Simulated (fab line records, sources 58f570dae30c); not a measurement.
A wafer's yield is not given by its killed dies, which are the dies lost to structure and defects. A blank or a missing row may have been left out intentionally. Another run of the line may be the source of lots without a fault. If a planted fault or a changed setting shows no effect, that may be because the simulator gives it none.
The tool behind it: which one? | flow berkeleyCmos170 | Sampling: 7 lots, 21 wafers, 2 of 331 route steps

== WHAT THE GAUGES READ, wafer by wafer ==
UCB170_SDANNEAL_RS_MEAS_05: a four-point-probe measurement.
lot  | measured     | on           | NLDD_RS (ohm/sq)
L221 | day 7 02:51  | filmMetro-01 | 615.9 617.1 614.9
L224 | day 7 12:02  | filmMetro-02 | 614.3 613.9 614.7
L226 | day 8 02:26  | filmMetro-02 | 614.0 613.5 615.0
L230 | day 9 04:16  | filmMetro-03 | 618.4 617.0 616.6
L235 | day 10 04:44 | filmMetro-03 | 647.1 646.8 646.9
L239 | day 10 08:35 | filmMetro-01 | 645.8 645.9 649.4
L242 | day 11 17:07 | filmMetro-03 | 616.4 616.1 617.9

== EACH LOT AND THE TOOL THAT RAN IT (in order: tool; ch and the chambers of the sampled wafers; start) ==
lot  | UCB170_NLDD_IMPLANT_08
L221 | implanter-03 ch 0, day 6 16:32
L224 | implanter-03 ch 0, day 6 23:27
L226 | implanter-03 ch 0, day 7 13:23
L230 | implanter-03 ch 0, day 8 14:23
L235 | implanter-01 ch 0, day 9 18:39
L239 | implanter-01 ch 0, day 9 22:29
L242 | implanter-04 ch 0, day 10 23:28
- UCB170_NLDD_IMPLANT_08

== THE ANSWER, worked out from the rows above alone ==
Rule: the usual values come from the lots themselves. The widest of any qualifying gaps counts: lots, ordered by their means at a reading, are off when they make up no more than a third of the lots, leave a main group of 4 or more, and stand apart from it by 3 or more times the standard deviation of that group's means. A main group is skipped when, at the precision printed for the reading in the tables above, its means are all equal. Also off: a lot with no number at a reading for which 4 or more lots have one. The other lots that the step has rows for count as sound.
Off: L235, L239, seen at UCB170_SDANNEAL_RS_MEAS_05 (NLDD_RS). The main group: mean 615.7 ohm/sq, standard deviation 1.3.
If a tool, at a process step before that reading, ran all the lots that are off and no sound lot after the first of them, it fits. The gauges at UCB170_SDANNEAL_RS_MEAS_05 are tried like those tools. One candidate fits, namely implanter-01 at UCB170_NLDD_IMPLANT_08. It ran no sound lot before its first lot that is off in this sample, so the start can't be narrowed down.

== WHAT THE SIMULATOR HAD INSERTED ==
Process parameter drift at UCB170_NLDD_IMPLANT_08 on implanter-01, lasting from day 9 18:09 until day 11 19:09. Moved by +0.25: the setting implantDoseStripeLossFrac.
Shown lots that were struck: L235, L239. The rule given above showed the same thing.
